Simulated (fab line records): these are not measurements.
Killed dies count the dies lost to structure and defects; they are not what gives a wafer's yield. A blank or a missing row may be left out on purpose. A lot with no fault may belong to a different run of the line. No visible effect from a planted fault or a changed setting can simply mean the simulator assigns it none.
Check for tools in common / flow berkeley cmos170 / 16 lots, 48 wafers sampled

== REASON FOR OPENING ==
At UCB170_PWELL_TW_MEAS_17 the reading PWELL_TW is flagged on 4 of 16 lots. Fault-free wafers read 379.5, with a standard deviation of 2.6.
Rule: a lot is flagged in two cases, either no wafer of it has a number, or all its wafers with numbers fall more than 4 standard deviations from that mean. All remaining lots are regarded as sound.

lot=L438; measured=day 3 13:07; on=film metro-03; PWELL_TW, wafer by wafer=379.1 377.8 380.0; flag=
lot=L440; measured=day 3 23:57; on=film metro-03; PWELL_TW, wafer by wafer=379.5 377.8 378.8; flag=
lot=L439; measured=day 4 00:13; on=film metro-04; PWELL_TW, wafer by wafer=383.0 379.2 381.3; flag=
lot=L441; measured=day 4 08:22; on=film metro-03; PWELL_TW, wafer by wafer=379.8 380.5 380.6; flag=
lot=L442; measured=day 4 08:32; on=film metro-03; PWELL_TW, wafer by wafer=379.9 383.1 381.8; flag=
lot=L444; measured=day 4 20:36; on=film metro-03; PWELL_TW, wafer by wafer=378.4 380.3 380.9; flag=
lot=L445; measured=day 4 20:53; on=film metro-04; PWELL_TW, wafer by wafer=381.0 384.4 381.2; flag=
lot=L447; measured=day 5 08:14; on=film metro-04; PWELL_TW, wafer by wafer=376.9 378.5 378.2; flag=
lot=L449; measured=day 5 17:50; on=film metro-03; PWELL_TW, wafer by wafer=382.6 380.2 379.0; flag=
lot=L448; measured=day 5 18:23; on=film metro-04; PWELL_TW, wafer by wafer=379.0 379.1 379.4; flag=
lot=L450; measured=day 6 01:34; on=film metro-03; PWELL_TW, wafer by wafer=383.9 382.5 382.3; flag=
lot=L451; measured=day 6 01:48; on=film metro-03; PWELL_TW, wafer by wafer=380.3 382.1 377.6; flag=
lot=L453; measured=day 6 09:03; on=film metro-04; PWELL_TW, wafer by wafer=814.2 812.6 812.3; flag=FLAGGED
lot=L452; measured=day 6 09:06; on=film metro-02; PWELL_TW, wafer by wafer=799.3 798.0 795.7; flag=FLAGGED
lot=L454; measured=day 6 23:07; on=film metro-03; PWELL_TW, wafer by wafer=817.5 820.9 814.4; flag=FLAGGED
lot=L455; measured=day 6 23:13; on=film metro-02; PWELL_TW, wafer by wafer=805.0 800.7 802.3; flag=FLAGGED
Averaged over the flagged lots the numbers come to 807.7, +428.2 from the usual (+99 or more standard deviations).

== LOT BY LOT: THE TOOL USED ==
The record keeps 1 process step preceding the reading, out of 331 steps on the route. Each cell gives the tool, then ch followed by the chambers the sampled wafers passed through, then the start.
lot=L438; flag=; UCB170_PWELL_IMPLANT_15=implanter-03 ch 0, day 3 12:52
lot=L440; flag=; UCB170_PWELL_IMPLANT_15=implanter-04 ch 0, day 3 23:43
lot=L439; flag=; UCB170_PWELL_IMPLANT_15=implanter-02 ch 0, day 3 23:58
lot=L441; flag=; UCB170_PWELL_IMPLANT_15=implanter-02 ch 0, day 4 08:07
lot=L442; flag=; UCB170_PWELL_IMPLANT_15=implanter-04 ch 0, day 4 08:17
lot=L444; flag=; UCB170_PWELL_IMPLANT_15=implanter-03 ch 0, day 4 20:21
lot=L445; flag=; UCB170_PWELL_IMPLANT_15=implanter-04 ch 0, day 4 20:39
lot=L447; flag=; UCB170_PWELL_IMPLANT_15=implanter-04 ch 0, day 5 08:01
lot=L449; flag=; UCB170_PWELL_IMPLANT_15=implanter-02 ch 0, day 5 17:35
lot=L448; flag=; UCB170_PWELL_IMPLANT_15=implanter-04 ch 0, day 5 18:08
lot=L450; flag=; UCB170_PWELL_IMPLANT_15=implanter-02 ch 0, day 6 01:19
lot=L451; flag=; UCB170_PWELL_IMPLANT_15=implanter-04 ch 0, day 6 01:32
lot=L453; flag=FLAGGED; UCB170_PWELL_IMPLANT_15=implanter-02 ch 0, day 6 08:48
lot=L452; flag=FLAGGED; UCB170_PWELL_IMPLANT_15=implanter-04 ch 0, day 6 08:51
lot=L454; flag=FLAGGED; UCB170_PWELL_IMPLANT_15=implanter-02 ch 0, day 6 22:52
lot=L455; flag=FLAGGED; UCB170_PWELL_IMPLANT_15=implanter-03 ch 0, day 6 22:58
What is done by these steps:
- UCB170_PWELL_IMPLANT_15
- UCB170_PWELL_TW_MEAS_17

== FLAGGED AGAINST TOTAL, ONE TOOL AT A TIME (gauges that did the reading follow at the end) ==
step=UCB170_PWELL_IMPLANT_15; tool=implanter-02; lots run=6; flagged=2; share of the flagged lots=some; sound lots run after its first flagged lot=0
step=UCB170_PWELL_IMPLANT_15; tool=implanter-03; lots run=3; flagged=1; share of the flagged lots=some; sound lots run after its first flagged lot=0
step=UCB170_PWELL_IMPLANT_15; tool=implanter-04; lots run=7; flagged=1; share of the flagged lots=some; sound lots run after its first flagged lot=0
step=UCB170_PWELL_TW_MEAS_17; tool=film metro-02; lots run=2; flagged=2; share of the flagged lots=some; sound lots run after its first flagged lot=0
step=UCB170_PWELL_TW_MEAS_17; tool=film metro-03; lots run=9; flagged=1; share of the flagged lots=some; sound lots run after its first flagged lot=0
step=UCB170_PWELL_TW_MEAS_17; tool=film metro-04; lots run=5; flagged=1; share of the flagged lots=some; sound lots run after its first flagged lot=0

== THE TABLE: WHAT IT ALLOWS ==
No row of the table ran every flagged lot.

== WHAT THE SIMULATOR HAD PUT IN ==
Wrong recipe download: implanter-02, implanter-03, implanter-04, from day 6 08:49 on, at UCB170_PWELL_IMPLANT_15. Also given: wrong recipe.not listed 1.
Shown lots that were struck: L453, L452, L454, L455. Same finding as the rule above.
